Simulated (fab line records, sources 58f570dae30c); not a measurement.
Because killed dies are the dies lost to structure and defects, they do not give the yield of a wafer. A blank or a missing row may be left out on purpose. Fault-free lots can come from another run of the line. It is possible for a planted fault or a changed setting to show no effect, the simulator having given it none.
Which tool was responsible? :: flow berkeleyCmos170 :: 14 lots with 42 wafers sampled at 3 steps, on a route of 331 steps

== WHAT THE GAUGES SHOWED, per wafer ==
UCB170_M2_RS_MEAS_02: a four-point-probe measurement. Usual: M2_AL_RS gives 0.0322 ohm/sq (standard deviation 0.00036).
lot: L248
measured: day 7 23:31
on: filmMetro-02
M2_AL_RS (ohm/sq): 0.0322 0.0322 0.0324
flag: 

lot: L249
measured: day 7 23:45
on: filmMetro-01
M2_AL_RS (ohm/sq): 0.0327 0.0320 0.0326
flag: 

lot: L247
measured: day 8 03:27
on: filmMetro-01
M2_AL_RS (ohm/sq): 0.0317 0.0318 0.0319
flag: 

lot: L251
measured: day 8 03:30
on: filmMetro-02
M2_AL_RS (ohm/sq): 0.0325 0.0323 0.0324
flag: 

lot: L250
measured: day 8 03:44
on: filmMetro-04
M2_AL_RS (ohm/sq): 0.0323 0.0322 0.0319
flag: 

lot: L253
measured: day 8 12:44
on: filmMetro-01
M2_AL_RS (ohm/sq): 0.0318 0.0322 0.0321
flag: 

lot: L252
measured: day 8 12:58
on: filmMetro-04
M2_AL_RS (ohm/sq): 0.0324 0.0322 0.0324
flag: 

lot: L256
measured: day 9 15:24
on: filmMetro-04
M2_AL_RS (ohm/sq): 0.0319 0.0319 0.0319
flag: 

lot: L257
measured: day 9 20:53
on: filmMetro-04
M2_AL_RS (ohm/sq): 0.0869 0.0320 0.0322
flag: OFF

lot: L258
measured: day 10 03:35
on: filmMetro-04
M2_AL_RS (ohm/sq): 0.0944 0.0325 0.0322
flag: OFF

lot: L267
measured: day 11 16:20
on: filmMetro-01
M2_AL_RS (ohm/sq): 0.0318 0.0321 0.0318
flag: 

lot: L268
measured: day 11 16:30
on: filmMetro-02
M2_AL_RS (ohm/sq): 0.0323 0.0329 0.0322
flag: 

lot: L269
measured: day 11 16:52
on: filmMetro-01
M2_AL_RS (ohm/sq): 0.0322 0.0321 0.0322
flag: 

lot: L270
measured: day 11 16:59
on: filmMetro-04
M2_AL_RS (ohm/sq): 0.0322 0.0327 0.0322
flag: 

UCB170_M2_THK_MEAS_03: measures by xrf. Usual: M2_AL_THK gives 890 nm (standard deviation 9.8).
lot: L248
measured: day 7 23:38
on: filmMetro-02
M2_AL_THK (nm): 887 891 879
flag: 

lot: L249
measured: day 7 23:52
on: filmMetro-01
M2_AL_THK (nm): 880 898 878
flag: 

lot: L247
measured: day 8 03:34
on: filmMetro-01
M2_AL_THK (nm): 899 904 905
flag: 

lot: L251
measured: day 8 03:36
on: filmMetro-02
M2_AL_THK (nm): 877 888 881
flag: 

lot: L250
measured: day 8 03:51
on: filmMetro-04
M2_AL_THK (nm): 887 887 899
flag: 

lot: L253
measured: day 8 12:50
on: filmMetro-01
M2_AL_THK (nm): 899 890 891
flag: 

lot: L252
measured: day 8 13:05
on: filmMetro-04
M2_AL_THK (nm): 884 886 885
flag: 

lot: L256
measured: day 9 15:30
on: filmMetro-04
M2_AL_THK (nm): 901 891 899
flag: 

lot: L257
measured: day 9 20:59
on: filmMetro-04
M2_AL_THK (nm): 335 892 888
flag: OFF

lot: L258
measured: day 10 03:41
on: filmMetro-04
M2_AL_THK (nm): 309 882 895
flag: OFF

lot: L267
measured: day 11 16:27
on: filmMetro-01
M2_AL_THK (nm): 902 889 903
flag: 

lot: L268
measured: day 11 16:37
on: filmMetro-02
M2_AL_THK (nm): 889 880 891
flag: 

lot: L269
measured: day 11 16:59
on: filmMetro-01
M2_AL_THK (nm): 891 892 884
flag: 

lot: L270
measured: day 11 17:06
on: filmMetro-04
M2_AL_THK (nm): 887 880 887
flag: 

== TOOL THAT RAN EACH LOT (tool first, then ch and the chambers of the sampled wafers, then the start) ==
lot: L248
UCB170_M2_SPUTTER_01: pvdSputter-02, day 7 23:25

lot: L249
UCB170_M2_SPUTTER_01: pvdSputter-03, day 7 23:40

lot: L247
UCB170_M2_SPUTTER_01: pvdSputter-02, day 8 03:22

lot: L251
UCB170_M2_SPUTTER_01: pvdSputter-03, day 8 03:23

lot: L250
UCB170_M2_SPUTTER_01: pvdSputter-01, day 8 03:38

lot: L253
UCB170_M2_SPUTTER_01: pvdSputter-03, day 8 12:37

lot: L252
UCB170_M2_SPUTTER_01: pvdSputter-02, day 8 12:52

lot: L256
UCB170_M2_SPUTTER_01: pvdSputter-02, day 9 15:17

lot: L257
UCB170_M2_SPUTTER_01: pvdSputter-02, day 9 20:47

lot: L258
UCB170_M2_SPUTTER_01: pvdSputter-02, day 10 03:28

lot: L267
UCB170_M2_SPUTTER_01: pvdSputter-01, day 11 16:14

lot: L268
UCB170_M2_SPUTTER_01: pvdSputter-03, day 11 16:22

lot: L269
UCB170_M2_SPUTTER_01: pvdSputter-01, day 11 16:46

lot: L270
UCB170_M2_SPUTTER_01: pvdSputter-03, day 11 16:53
- UCB170_M2_SPUTTER_01: material Al, target thk 900 nm, time 120 s.

== WHAT THE TOOLS THEMSELVES READ (means of the sampled wafers that have a number; where no wafer has one, the mark that the record gives instead) ==
UCB170_M2_SPUTTER_01. Usual: throttleValvePct at 30.0 %, with a standard deviation of 1.1.
lot: L248
tool: pvdSputter-02
throttleValvePct (%): 30.5
flag: 

lot: L249
tool: pvdSputter-03
throttleValvePct (%): 30.1
flag: 

lot: L247
tool: pvdSputter-02
throttleValvePct (%): 30.1
flag: 

lot: L251
tool: pvdSputter-03
throttleValvePct (%): 30.2
flag: 

lot: L250
tool: pvdSputter-01
throttleValvePct (%): 29.8
flag: 

lot: L253
tool: pvdSputter-03
throttleValvePct (%): 30.0
flag: 

lot: L252
tool: pvdSputter-02
throttleValvePct (%): 29.4
flag: 

lot: L256
tool: pvdSputter-02
throttleValvePct (%): 30.0
flag: 

lot: L257
tool: pvdSputter-02
throttleValvePct (%): 30.2
flag: 

lot: L258
tool: pvdSputter-02
throttleValvePct (%): 30.2
flag: 

lot: L267
tool: pvdSputter-01
throttleValvePct (%): 29.8
flag: 

lot: L268
tool: pvdSputter-03
throttleValvePct (%): 30.1
flag: 

lot: L269
tool: pvdSputter-01
throttleValvePct (%): 28.2
flag: 

lot: L270
tool: pvdSputter-03
throttleValvePct (%): 29.9
flag: 

== THE ANSWER, worked out from the rows above alone ==
Rule: a lot counts as off when the mean over its wafers that have a number is more than 3 standard deviations away from the usual mean. Also off: a lot with no number at a reading for which 4 or more lots have one. The other lots that the step has rows for count as sound. First the gauges in route order, then the tools' own readings, where a lot's mean is used as printed above. The first step at which some lot is off is used, and at that step the reading that is off furthest; a lot without a number counts as furthest.
Off: L257, L258, at UCB170_M2_RS_MEAS_02 (M2_AL_RS).
A tool fits if, at a process step before that reading, it ran every lot that is off, and no sound lot after the first of them. Those tools and the gauges at UCB170_M2_RS_MEAS_02 are tried in the same way. One fits: UCB170_M2_SPUTTER_01 on pvdSputter-02. Its last sound lot is L256 (day 9 15:17), its first lot that is off L257 (day 9 20:47): a fault that began between those two fits.

== WHAT THE SIMULATOR HAD PUT IN ==
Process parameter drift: pvdSputter-02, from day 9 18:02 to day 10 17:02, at UCB170_M2_SPUTTER_01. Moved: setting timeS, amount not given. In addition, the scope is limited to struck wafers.
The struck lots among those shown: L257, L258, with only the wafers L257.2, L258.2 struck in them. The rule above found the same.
